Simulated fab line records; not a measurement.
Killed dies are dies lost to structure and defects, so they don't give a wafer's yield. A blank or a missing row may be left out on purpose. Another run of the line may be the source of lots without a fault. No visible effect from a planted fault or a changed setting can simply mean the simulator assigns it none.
Commonality check across tools | flow berkeley_cmos170 | Sample size 16 lots and 48 wafers

== THE REASON FOR OPENING IT ==
Of 16 lots, 4 have the reading NSD_OVL flagged at UCB170_NSD_OVL_MEAS_07. No-fault wafers: 4 nm, standard deviation 5.4.
Rule: flag the lot when none of its wafers has a number, or when each of its wafers that has one lies beyond 4 standard deviations from that mean. The rest of the lots are taken to be sound.

lot  | measured     | on         | NSD_OVL (nm), wafer by wafer | flag
L548 | day 6 11:16  | overlay-02 | 13 4 5                       |
L549 | day 7 04:44  | overlay-01 | 13 10 10                     |
L550 | day 7 10:15  | overlay-02 | 7 3 7                        |
L555 | day 7 20:44  | overlay-01 | -1 10 0                      |
L551 | day 7 21:17  | overlay-01 | -5 4 0                       |
L552 | day 7 21:50  | overlay-02 | 3 4 3                        |
L554 | day 7 22:08  | overlay-02 | -6 -5 -6                     |
L556 | day 8 08:30  | overlay-01 | -225 -215 -228               | FLAGGED
L553 | day 8 08:47  | overlay-02 | -208 -216 -213               | FLAGGED
L559 | day 8 22:12  | overlay-01 | 5 13 11                      |
L560 | day 9 04:05  | overlay-02 | -220 -220 -214               | FLAGGED
L562 | day 9 14:07  | overlay-01 | -216 -216 -218               | FLAGGED
L566 | day 10 11:04 | overlay-02 | 9 7 6                        |
L568 | day 10 23:08 | overlay-01 | -1 2 5                       |
L570 | day 10 23:16 | overlay-02 | -3 -2 2                      |
L571 | day 11 10:42 | overlay-02 | 8 2 9                        |
The mean of the flagged lots' numbers is -217 nm, -221 nm from the usual (-41 standard deviations).

== TOOL THAT RAN EACH LOT ==
The record holds 2 process steps before the reading, out of a route of 331 steps. Each cell gives the tool, then ch followed by the chambers the sampled wafers passed through, then the start.
lot  | flag    | UCB170_GATE_STRIP_16                 | UCB170_NSD_EXPOSE_03
L548 |         | plasma_asher-04 ch 0,1, day 5 22:23  | krf_scanner-02 ch 0, day 6 10:46
L549 |         | plasma_asher-04 ch 0,1, day 6 15:47  | krf_scanner-02 ch 0, day 7 03:48
L550 |         | plasma_asher-01 ch 0,1, day 6 22:49  | krf_scanner-02 ch 0, day 7 09:39
L555 |         | plasma_asher-04 ch 0,1, day 7 08:31  | krf_scanner-02 ch 0, day 7 20:14
L551 |         | plasma_asher-01 ch 0, day 7 07:02    | krf_scanner-01 ch 0, day 7 20:34
L552 |         | plasma_asher-01 ch 0,1, day 7 06:28  | krf_scanner-02 ch 0, day 7 21:08
L554 |         | plasma_asher-04 ch 0,1, day 7 08:45  | krf_scanner-01 ch 0, day 7 21:23
L556 | FLAGGED | plasma_asher-02 ch 0,1, day 7 18:18  | krf_scanner-01 ch 0, day 8 06:47
L553 | FLAGGED | plasma_asher-02 ch 0,1, day 7 18:51  | krf_scanner-01 ch 0, day 8 07:22
L559 |         | plasma_asher-02 ch 0,1, day 8 06:07  | krf_scanner-02 ch 0, day 8 21:13
L560 | FLAGGED | plasma_asher-04 ch 0,1, day 8 13:36  | krf_scanner-01 ch 0, day 9 03:34
L562 | FLAGGED | plasma_asher-04 ch 0,1, day 8 22:31  | krf_scanner-01 ch 0, day 9 13:29
L566 |         | plasma_asher-04 ch 0,1, day 9 22:33  | krf_scanner-02 ch 0, day 10 09:50
L568 |         | plasma_asher-04 ch 0,1, day 10 10:22 | krf_scanner-02 ch 0, day 10 22:36
L570 |         | plasma_asher-02 ch 0,1, day 10 10:26 | krf_scanner-02 ch 0, day 10 22:43
L571 |         | plasma_asher-01 ch 0,1, day 10 23:05 | krf_scanner-02 ch 0, day 11 09:54
What the steps here do:
- UCB170_GATE_STRIP_16: strips in O2.
- UCB170_NSD_EXPOSE_03: exposes mask NSELECT MOD, target cd 1200 nm.
- UCB170_NSD_OVL_MEAS_07

== FLAGGED OVER TOTAL, TOOL BY TOOL (the gauges that took the reading come last) ==
step                   | tool            | lots run | flagged | share of the flagged lots | sound lots run after its first flagged lot
UCB170_GATE_STRIP_16   | plasma_asher-01 | 4        | 0       | none                      | -
UCB170_GATE_STRIP_16   | plasma_asher-02 | 4        | 2       | some                      | 2 (L559,L570)
UCB170_GATE_STRIP_16   | plasma_asher-04 | 8        | 2       | some                      | 2 (L566,L568)
UCB170_NSD_EXPOSE_03   | krf_scanner-01  | 6        | 4       | all                       | 0
UCB170_NSD_EXPOSE_03   | krf_scanner-02  | 10       | 0       | none                      | -
UCB170_NSD_OVL_MEAS_07 | overlay-01      | 7        | 2       | some                      | 2 (L559,L568)
UCB170_NSD_OVL_MEAS_07 | overlay-02      | 9        | 2       | some                      | 3 (L566,L570,L571)

== THE TABLE: WHAT IT ALLOWS ==
In the table, 1 row covers all flagged lots: krf_scanner-01 at UCB170_NSD_EXPOSE_03.
- krf_scanner-01 at UCB170_NSD_EXPOSE_03: 4 of its 6 lots flagged. A fault beginning between L554 (day 7 21:23), its last sound lot, and L556 (day 8 06:47), its first flagged one, fits the data.
Left over: one tool, krf_scanner-01 at UCB170_NSD_EXPOSE_03.

== WHAT THE SIMULATOR PUT IN ==
Scanner matching overlay: krf_scanner-01, from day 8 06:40 on, at UCB170_NSD_EXPOSE_03. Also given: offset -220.
Struck lots among those shown: L556, L553, L560, L562. This agrees with what the rule above found.
